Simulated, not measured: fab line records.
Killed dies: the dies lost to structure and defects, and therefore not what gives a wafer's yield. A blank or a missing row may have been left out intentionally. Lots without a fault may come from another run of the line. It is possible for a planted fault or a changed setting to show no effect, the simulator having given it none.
The tool behind it: which one? / flow rit cmos / 13 lots with 39 wafers sampled at 2 steps, on a route of 202 steps

WHAT THE GAUGES READ, wafer by wafer
RIT_PLDD_TW_MEAS_10. Usual: PLDD_TW gives 2353 (standard deviation 16).
lot=L745; measured=day 3 09:20; on=film metro-02; PLDD_TW=2337 2322 2322; flag=
lot=L746; measured=day 3 16:36; on=film metro-04; PLDD_TW=2341 2356 2367; flag=
lot=L748; measured=day 3 21:10; on=film metro-02; PLDD_TW=2311 2321 2327; flag=
lot=L747; measured=day 3 21:19; on=film metro-04; PLDD_TW=2356 2363 2351; flag=
lot=L752; measured=day 4 19:34; on=film metro-03; PLDD_TW=2374 2375 2375; flag=
lot=L754; measured=day 5 05:08; on=film metro-02; PLDD_TW=2340 2341 2345; flag=
lot=L755; measured=day 5 12:59; on=film metro-04; PLDD_TW=2362 2366 2353; flag=
lot=L756; measured=day 5 18:54; on=film metro-04; PLDD_TW=2363 2364 2364; flag=
lot=L758; measured=day 6 04:01; on=film metro-02; PLDD_TW=30 30 30; flag=OFF
lot=L759; measured=day 6 04:49; on=film metro-02; PLDD_TW=2343 2342 2349; flag=
lot=L761; measured=day 6 17:35; on=film metro-03; PLDD_TW=2363 2357 2372; flag=
lot=L765; measured=day 7 08:16; on=film metro-04; PLDD_TW=2368 2347 2350; flag=
lot=L766; measured=day 7 17:46; on=film metro-04; PLDD_TW=2357 2349 2358; flag=

EACH LOT AND THE TOOL THAT RAN IT (in order: tool; ch and the chambers of the sampled wafers; start)
lot=L745; RIT_NLDD_STRIP_09=plasma asher-03 ch 0,1, day 3 07:36
lot=L746; RIT_NLDD_STRIP_09=plasma asher-01 ch 0,1, day 3 14:53
lot=L748; RIT_NLDD_STRIP_09=plasma asher-02 ch 1, day 3 19:17
lot=L747; RIT_NLDD_STRIP_09=plasma asher-03 ch 0,1, day 3 19:32
lot=L752; RIT_NLDD_STRIP_09=plasma asher-02 ch 0,1, day 4 17:28
lot=L754; RIT_NLDD_STRIP_09=plasma asher-01 ch 0,1, day 5 03:29
lot=L755; RIT_NLDD_STRIP_09=plasma asher-03 ch 0,1, day 5 11:24
lot=L756; RIT_NLDD_STRIP_09=plasma asher-02 ch 0,1, day 5 17:18
lot=L758; RIT_NLDD_STRIP_09=plasma asher-02 ch 0,1, day 6 02:20
lot=L759; RIT_NLDD_STRIP_09=plasma asher-01 ch 0,1, day 6 03:10
lot=L761; RIT_NLDD_STRIP_09=plasma asher-03 ch 0,1, day 6 15:58
lot=L765; RIT_NLDD_STRIP_09=plasma asher-03 ch 1, day 7 06:40
lot=L766; RIT_NLDD_STRIP_09=plasma asher-01 ch 0,1, day 7 16:10
- RIT_NLDD_STRIP_09: strips in O2, time 180 s.

WHAT THE TOOLS THEMSELVES READ (means of the sampled wafers that have a number; where no wafer has one, the mark that the record gives instead)
RIT_NLDD_STRIP_09. Usual: chamber pressure mTorr 4000 mTorr, standard deviation 3.7; drypump motor current A 5.7 A, standard deviation 0.38; run length s 208.1 s, standard deviation 0.45.
lot=L745; tool=plasma asher-03; chamber pressure mTorr (mTorr)=3997; drypump motor current A (A)=5.6; run length s (s)=207.7; flag=
lot=L746; tool=plasma asher-01; chamber pressure mTorr (mTorr)=3999; drypump motor current A (A)=5.8; run length s (s)=208.0; flag=
lot=L748; tool=plasma asher-02; chamber pressure mTorr (mTorr)=4002; drypump motor current A (A)=5.7; run length s (s)=208.3; flag=
lot=L747; tool=plasma asher-03; chamber pressure mTorr (mTorr)=4003; drypump motor current A (A)=5.4; run length s (s)=207.9; flag=
lot=L752; tool=plasma asher-02; chamber pressure mTorr (mTorr)=4001; drypump motor current A (A)=6.0; run length s (s)=208.6; flag=
lot=L754; tool=plasma asher-01; chamber pressure mTorr (mTorr)=4000; drypump motor current A (A)=5.5; run length s (s)=208.0; flag=
lot=L755; tool=plasma asher-03; chamber pressure mTorr (mTorr)=4001; drypump motor current A (A)=5.4; run length s (s)=208.0; flag=
lot=L756; tool=plasma asher-02; chamber pressure mTorr (mTorr)=4003; drypump motor current A (A)=6.0; run length s (s)=208.5; flag=
lot=L758; tool=plasma asher-02; chamber pressure mTorr (mTorr)=4000; drypump motor current A (A)=5.9; run length s (s)=72.4; flag=OFF
lot=L759; tool=plasma asher-01; chamber pressure mTorr (mTorr)=4002; drypump motor current A (A)=5.8; run length s (s)=207.7; flag=
lot=L761; tool=plasma asher-03; chamber pressure mTorr (mTorr)=4006; drypump motor current A (A)=5.6; run length s (s)=208.0; flag=
lot=L765; tool=plasma asher-03; chamber pressure mTorr (mTorr)=4001; drypump motor current A (A)=5.2; run length s (s)=208.2; flag=
lot=L766; tool=plasma asher-01; chamber pressure mTorr (mTorr)=3998; drypump motor current A (A)=5.8; run length s (s)=207.7; flag=

THE ANSWER, worked out from the rows above alone
Rule: a lot counts as off when the mean over its wafers that have a number is more than 3 standard deviations away from the usual mean. A lot without any number at a reading at which 4 lots or more have one is off too. Where the step has rows for the other lots, those lots are counted as sound. The gauges are gone through in route order, then the tools' own readings, and for those a lot's mean is taken as printed above. At the first step where some lot is off, the reading lying furthest off is the one used; lots without a number count as furthest.
Off: L758, seen at RIT_PLDD_TW_MEAS_10 (PLDD_TW).
If a tool, at a process step before that reading, ran all the lots that are off and no sound lot after the first of them, it fits. The gauges at RIT_PLDD_TW_MEAS_10 aren't tried: what is off there is off at RIT_NLDD_STRIP_09 too, on other tools, and a gauge's error can't cause that. One fits: RIT_NLDD_STRIP_09 on plasma asher-02. A fault onset in the window from L756 (day 5 17:18, its last sound lot) to L758 (day 6 02:20, its first lot off) fits.
On the lots that are off, the tool's own readings at RIT_NLDD_STRIP_09 differ by more than 5 times the standard deviation of the sound lots' means, which bears it out; run length s reads 72.4 s there versus 208.1 s on the sound lots.

WHAT THE SIMULATOR PUT IN
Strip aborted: plasma asher-02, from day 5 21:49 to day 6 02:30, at RIT_NLDD_STRIP_09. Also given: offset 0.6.
Shown lots that were struck: L758. This agrees with what the rule above found.
